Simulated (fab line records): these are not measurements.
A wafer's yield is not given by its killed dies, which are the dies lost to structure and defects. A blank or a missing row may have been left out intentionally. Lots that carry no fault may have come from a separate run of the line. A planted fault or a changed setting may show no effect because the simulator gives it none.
fab line records ; flow rit_cmos
record lots=5; wafers=15; last_day=6
route steps=202 shown NWELL@28
lots that met no fault: from a run of the same line without faults
start_h: hours from the record's first day to the start of the lot's first wafer shown ; wait_h: hours since the lot's step before ; " the same as in the row above ; L1.1+2: several wafers, shown together as one row ; - either no value or no given start ; * or withheld: withheld ; < > ~ a bound
route shown NAME@n: NAME is a module with steps in the file, n the number in the route of the first one ; usual: average and standard deviation across the fault-free wafers ; same: alike in all rows ; chamber/n: place in a boat ; sites: per-site readings ; _std_site: how widely they spread, as a standard deviation ; _edge_site: outer sites' mean less inner sites' ; radius_mm: how far each site lies from the wafer's centre ; mask NAME#n: copy n ; behind: the tool/chamber that last shaped the wafer ; hold: why the lot went on hold/how many hours it stayed there/how the hold came to an end ; device: the transistor (n, p or np) that didn't switch ; end of line: the same wafers' tests at the end of the route ; a step without rows: its recipe alone ; killed: count of dies lost to structure and defects at first sort (not the wafer's yield) ; map: dies across one wafer; x = killed, . = not, _ = none there
set.NAME: the setting that was run; set.NAME@STEP: the one run at that earlier step ; model.NAME: the simulator's own value behind a step, which no gauge read
certain route steps with their lots: each step a table, each wafer a row
services: from which hour (start_h, from the record's first day; less than 0 if before it) a tool's chamber was out of use, for how many hours, and why
## steps
# step RIT_NWELL_HMDS_00
# recipe prime_time_s=60; prime_temp_c=140
lot.wafer;tool;chamber;start_h;wait_h
L075.2+3+6;litho_track-01;0;29.63;0.1
L076.1+3+5;litho_track-04;0;31.55;0.1
L079.2+3+5;litho_track-02;0;46.93;0.1
L087.1+4+6;litho_track-04;0;86.66;0.1
L091.1+2+4;litho_track-01;0;108.54;0.1
# step RIT_NWELL_COAT_01
# recipe resist=NOVOLAK; spin_rpm=2000; resist_thk_nm=1300
lot.wafer;tool;chamber;start_h;wait_h
L075.2+3+6;litho_track-01;0;29.78;0.1
L076.1+3+5;litho_track-04;0;31.70;0.1
L079.2+3+5;litho_track-02;0;47.08;0.1
L087.1+4+6;litho_track-04;0;86.81;0.1
L091.1+2+4;litho_track-01;0;108.69;0.1
# step RIT_NWELL_SOFTBAKE_02
# recipe resist=NOVOLAK; temp_c=90; time_s=60
lot.wafer;tool;chamber;start_h;wait_h
L075.2+3+6;litho_track-01;0;29.93;0.1
L076.1+3+5;litho_track-04;0;31.85;0.1
L079.2+3+5;litho_track-02;0;47.23;0.1
L087.1+4+6;litho_track-04;0;86.96;0.1
L091.1+2+4;litho_track-01;0;108.84;0.1
# step RIT_NWELL_EXPOSE_03
# recipe mask_id=M2; na=0.57; target_cd_nm=43900; dose_mj=250
lot.wafer;tool;chamber;start_h;wait_h;mask
L075.2+3+6;iline_stepper-02;0;30.08;0.1;M2#0
L076.1+3+5;iline_stepper-02;0;32.00;0.1;M2#0
L079.2+3+5;iline_stepper-02;0;47.37;0.1;M2#0
L087.1+4+6;iline_stepper-02;0;87.11;0.1;M2#0
L091.1+2+4;iline_stepper-02;0;108.99;0.1;M2#0
# step RIT_NWELL_PEB_04
# recipe resist=NOVOLAK; temp_c=withheld; time_s=withheld
lot.wafer;tool;chamber;start_h;wait_h
L075.2+3+6;litho_track-01;0;30.20;0.1
L076.1+3+5;litho_track-02;0;32.11;0.1
L079.2+3+5;litho_track-01;0;47.58;0.2
L087.1+4+6;litho_track-01;0;87.23;0.1
L091.1+2+4;litho_track-02;0;109.11;0.1
# step RIT_NWELL_DEVELOP_05
# recipe resist=NOVOLAK; develop_time_s=68; dev_temp_c=23
# usual developer_temp_C=23.01/0.11
lot.wafer;tool;chamber;start_h;wait_h;developer_temp_C
L075.2;litho_track-01;0;-;-;22.99
L075.3;litho_track-01;0;-;-;22.98
L075.6;litho_track-01;0;-;-;23.03
L076.1;litho_track-02;0;-;-;22.83
L076.3;litho_track-02;0;-;-;23.01
L076.5;litho_track-02;0;-;-;22.94
L079.2;litho_track-01;0;-;-;22.84
L079.3;litho_track-01;0;-;-;23.03
L079.5;litho_track-01;0;-;-;22.89
L087.1;litho_track-01;0;-;-;23.15
L087.4;litho_track-01;0;-;-;23.11
L087.6;litho_track-01;0;-;-;23.28
L091.1;litho_track-02;0;-;-;22.95
L091.2;litho_track-02;0;-;-;22.98
L091.4;litho_track-02;0;-;-;23.18
# step RIT_NWELL_OVL_MEAS_06
# usual NWELL_OVL=-0.3/1.4
lot.wafer;tool;chamber;start_h;wait_h;NWELL_OVL[nm]
L075.2;overlay-01;-;30.49;-;0.5
L075.3;overlay-01;-;30.49;-;1.1
L075.6;overlay-01;-;30.49;-;0.4
L076.1;overlay-02;-;32.43;-;-1.0
L076.3;overlay-02;-;32.43;-;-1.9
L076.5;overlay-02;-;32.43;-;-1.0
L079.2;overlay-02;-;47.88;-;-0.3
L079.3;overlay-02;-;47.88;-;0.1
L079.5;overlay-02;-;47.88;-;-1.6
L087.1;overlay-01;-;87.54;-;-0.8
L087.4;overlay-01;-;87.54;-;-0.5
L087.6;overlay-01;-;87.54;-;0.3
L091.1;overlay-02;-;109.43;-;0.3
L091.2;overlay-02;-;109.43;-;-0.5
L091.4;overlay-02;-;109.43;-;0.6
# step RIT_NWELL_HARDBAKE_07
# recipe resist=NOVOLAK; temp_c=140; time_s=120
lot.wafer;tool;chamber;start_h;wait_h
L075.2+3+6;litho_track-01;0;30.56;0.1
L076.1+3+5;litho_track-02;0;32.46;0.0
L079.2+3+5;litho_track-02;0;47.95;0.1
L087.1+4+6;litho_track-02;0;87.58;0.0
L091.1+2+4;litho_track-02;0;109.46;0.0
# step RIT_NWELL_IMPLANT_08
# recipe species=P; energy_kev=170; dose_cm2=5e+13; tilt_deg=7
# usual beam_energy_keV=170.00/0.05
lot.wafer;tool;chamber;start_h;wait_h;beam_energy_keV
L075.2;implanter-01;0;30.80;0.2;169.98
L075.3;implanter-01;0;30.80;0.2;169.94
L075.6;implanter-01;0;30.80;0.2;169.93
L076.1;implanter-01;0;32.71;0.2;170.12
L076.3;implanter-01;0;32.71;0.2;170.00
L076.5;implanter-01;0;32.71;0.2;170.00
L079.2;implanter-04;0;48.18;0.2;169.91
L079.3;implanter-04;0;48.18;0.2;169.89
L079.5;implanter-04;0;48.18;0.2;170.01
L087.1;implanter-01;0;87.83;0.2;170.05
L087.4;implanter-01;0;87.83;0.2;169.96
L087.6;implanter-01;0;87.83;0.2;170.06
L091.1;implanter-01;0;109.71;0.2;170.01
L091.2;implanter-01;0;109.71;0.2;169.96
L091.4;implanter-01;0;109.71;0.2;170.05
## services
tool;chamber;start_h;hours;kind
implanter-04;-;30.25;0.6;repair
iline_stepper-02;-;77.11;1.7;pm
iline_stepper-02;-;106.80;2.1;pm
iline_stepper-02;-;108.88;-;consumable_replace:lamp
## key
fault none
